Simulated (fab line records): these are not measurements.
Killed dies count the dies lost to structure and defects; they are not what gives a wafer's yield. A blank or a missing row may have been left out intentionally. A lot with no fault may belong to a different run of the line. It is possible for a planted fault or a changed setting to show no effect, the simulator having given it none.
Which tool is to blame? / flow berkeley_cmos170 / 14 lots with 42 wafers sampled at 3 steps, on a route of 331 steps

## WHAT THE GAUGES SHOWED, per wafer
UCB170_NVT_OVL_MEAS_06.
lot=L972; measured=day 5 10:38; on=overlay-01; NVT_OVL (nm)=-12 -6 -9
lot=L973; measured=day 5 20:43; on=overlay-02; NVT_OVL (nm)=-17 -16 -19
lot=L982; measured=day 7 17:44; on=overlay-02; NVT_OVL (nm)=-5 -1 -3
lot=L980; measured=day 7 17:38; on=overlay-01; NVT_OVL (nm)=-8 -9 -13
lot=L983; measured=day 8 05:23; on=overlay-01; NVT_OVL (nm)=-8 -22 -5
lot=L984; measured=day 8 05:14; on=overlay-02; NVT_OVL (nm)=-1 -12 -6
lot=L985; measured=day 8 13:14; on=overlay-01; NVT_OVL (nm)=-11 -14 -9
lot=L986; measured=day 8 12:58; on=overlay-02; NVT_OVL (nm)=-11 -9 -6
lot=L987; measured=day 8 12:58; on=overlay-01; NVT_OVL (nm)=-6 -18 -10
lot=L988; measured=day 8 22:52; on=overlay-02; NVT_OVL (nm)=-13 -7 -8
lot=L989; measured=day 8 22:46; on=overlay-01; NVT_OVL (nm)=-17 -8 -7
lot=L991; measured=day 9 19:07; on=overlay-02; NVT_OVL (nm)=-13 -13 -10
lot=L993; measured=day 10 07:20; on=overlay-02; NVT_OVL (nm)=-9 -8 -8
lot=L994; measured=day 10 07:03; on=overlay-01; NVT_OVL (nm)=-9 -12 -15

UCB170_NVT_TW_MEAS_09.
lot=L972; measured=day 5 10:56; on=film_metro-02; NVT_TW=521 523 522
lot=L973; measured=day 5 21:01; on=film_metro-03; NVT_TW=524 521 523
lot=L982; measured=day 7 18:02; on=film_metro-03; NVT_TW=516 516 515
lot=L980; measured=day 7 17:55; on=film_metro-02; NVT_TW=522 525 520
lot=L983; measured=day 8 05:40; on=film_metro-02; NVT_TW=523 524 524
lot=L984; measured=day 8 05:31; on=film_metro-03; NVT_TW=515 514 513
lot=L985; measured=day 8 13:32; on=film_metro-03; NVT_TW=518 514 514
lot=L986; measured=day 8 13:16; on=film_metro-02; NVT_TW=525 522 522
lot=L987; measured=day 8 13:15; on=film_metro-03; NVT_TW=515 516 516
lot=L988; measured=day 8 23:09; on=film_metro-03; NVT_TW=519 517 512
lot=L989; measured=day 8 23:03; on=film_metro-01; NVT_TW=521 518 521
lot=L991; measured=day 9 19:25; on=film_metro-01; NVT_TW=526 523 523
lot=L993; measured=day 10 07:37; on=film_metro-01; NVT_TW=523 521 520
lot=L994; measured=day 10 07:20; on=film_metro-01; NVT_TW=521 524 523

## WHAT TOOL EACH LOT RAN ON (gives the tool, then ch and the chambers of the sampled wafers, and finally the start)
lot=L972; UCB170_ACTIVE_STRIP_16=plasma_asher-03 ch 0,1, day 4 08:46
lot=L973; UCB170_ACTIVE_STRIP_16=plasma_asher-01 ch 0,1, day 4 13:49
lot=L982; UCB170_ACTIVE_STRIP_16=plasma_asher-03 ch 0,1, day 6 13:38
lot=L980; UCB170_ACTIVE_STRIP_16=plasma_asher-03 ch 0,1, day 6 13:50
lot=L983; UCB170_ACTIVE_STRIP_16=plasma_asher-03 ch 0,1, day 6 23:04
lot=L984; UCB170_ACTIVE_STRIP_16=plasma_asher-03 ch 0,1, day 6 23:18
lot=L985; UCB170_ACTIVE_STRIP_16=plasma_asher-03 ch 0,1, day 7 07:29
lot=L986; UCB170_ACTIVE_STRIP_16=plasma_asher-01 ch 0,1, day 7 07:50
lot=L987; UCB170_ACTIVE_STRIP_16=plasma_asher-03 ch 0,1, day 7 08:04
lot=L988; UCB170_ACTIVE_STRIP_16=plasma_asher-01 ch 0,1, day 7 17:37
lot=L989; UCB170_ACTIVE_STRIP_16=plasma_asher-03 ch 0,1, day 7 17:43
lot=L991; UCB170_ACTIVE_STRIP_16=plasma_asher-03 ch 0,1, day 8 07:25
lot=L993; UCB170_ACTIVE_STRIP_16=plasma_asher-01 ch 1, day 8 20:37
lot=L994; UCB170_ACTIVE_STRIP_16=plasma_asher-03 ch 1, day 8 20:43
- UCB170_ACTIVE_STRIP_16: strips in O2.

## AS READ BY THE TOOLS THEMSELVES (means over the sampled wafers that have a number; for cases with no such wafer, the mark the record gives instead)
UCB170_ACTIVE_STRIP_16.
lot=L972; tool=plasma_asher-03; drypump_motor_current_A (A)=5.30; oes_product_au (a.u.)=0.724; strip_time_to_endpoint_s (s)=18.14
lot=L973; tool=plasma_asher-01; drypump_motor_current_A (A)=5.40; oes_product_au (a.u.)=0.721; strip_time_to_endpoint_s (s)=18.19
lot=L982; tool=plasma_asher-03; drypump_motor_current_A (A)=5.29; oes_product_au (a.u.)=0.726; strip_time_to_endpoint_s (s)=17.97
lot=L980; tool=plasma_asher-03; drypump_motor_current_A (A)=5.29; oes_product_au (a.u.)=0.720; strip_time_to_endpoint_s (s)=18.10
lot=L983; tool=plasma_asher-03; drypump_motor_current_A (A)=5.28; oes_product_au (a.u.)=0.722; strip_time_to_endpoint_s (s)=18.06
lot=L984; tool=plasma_asher-03; drypump_motor_current_A (A)=5.40; oes_product_au (a.u.)=0.726; strip_time_to_endpoint_s (s)=17.94
lot=L985; tool=plasma_asher-03; drypump_motor_current_A (A)=5.29; oes_product_au (a.u.)=0.719; strip_time_to_endpoint_s (s)=18.20
lot=L986; tool=plasma_asher-01; drypump_motor_current_A (A)=5.58; oes_product_au (a.u.)=0.721; strip_time_to_endpoint_s (s)=18.08
lot=L987; tool=plasma_asher-03; drypump_motor_current_A (A)=5.40; oes_product_au (a.u.)=0.722; strip_time_to_endpoint_s (s)=18.12
lot=L988; tool=plasma_asher-01; drypump_motor_current_A (A)=5.54; oes_product_au (a.u.)=0.722; strip_time_to_endpoint_s (s)=17.98
lot=L989; tool=plasma_asher-03; drypump_motor_current_A (A)=5.42; oes_product_au (a.u.)=0.719; strip_time_to_endpoint_s (s)=18.04
lot=L991; tool=plasma_asher-03; drypump_motor_current_A (A)=5.40; oes_product_au (a.u.)=0.721; strip_time_to_endpoint_s (s)=18.01
lot=L993; tool=plasma_asher-01; drypump_motor_current_A (A)=5.24; oes_product_au (a.u.)=0.725; strip_time_to_endpoint_s (s)=18.24
lot=L994; tool=plasma_asher-03; drypump_motor_current_A (A)=5.50; oes_product_au (a.u.)=0.721; strip_time_to_endpoint_s (s)=18.01

## THE ANSWER, worked out from the rows above alone
Rule: what is usual is taken from the lots themselves. The widest of any qualifying gaps counts: lots, ordered by their means at a reading, are off when they make up no more than a third of the lots, leave a main group of 4 or more, and stand apart from it by 3 or more times the standard deviation of that group's means. A main group whose means are all the same, to the digits that the tables above print for the reading, isn't used. A lot without any number at a reading at which 4 lots or more have one is off too. All remaining lots with rows at the step are treated as sound. Order of review: gauges by route order, followed by the tools' own readings, for which a lot's mean as printed above is used. At the first step where some lot is off, the reading lying furthest off is the one used; lots without a number count as furthest.
None of the lots is off at any reading shown; this tells nothing.

## WHAT THE SIMULATOR PUT IN
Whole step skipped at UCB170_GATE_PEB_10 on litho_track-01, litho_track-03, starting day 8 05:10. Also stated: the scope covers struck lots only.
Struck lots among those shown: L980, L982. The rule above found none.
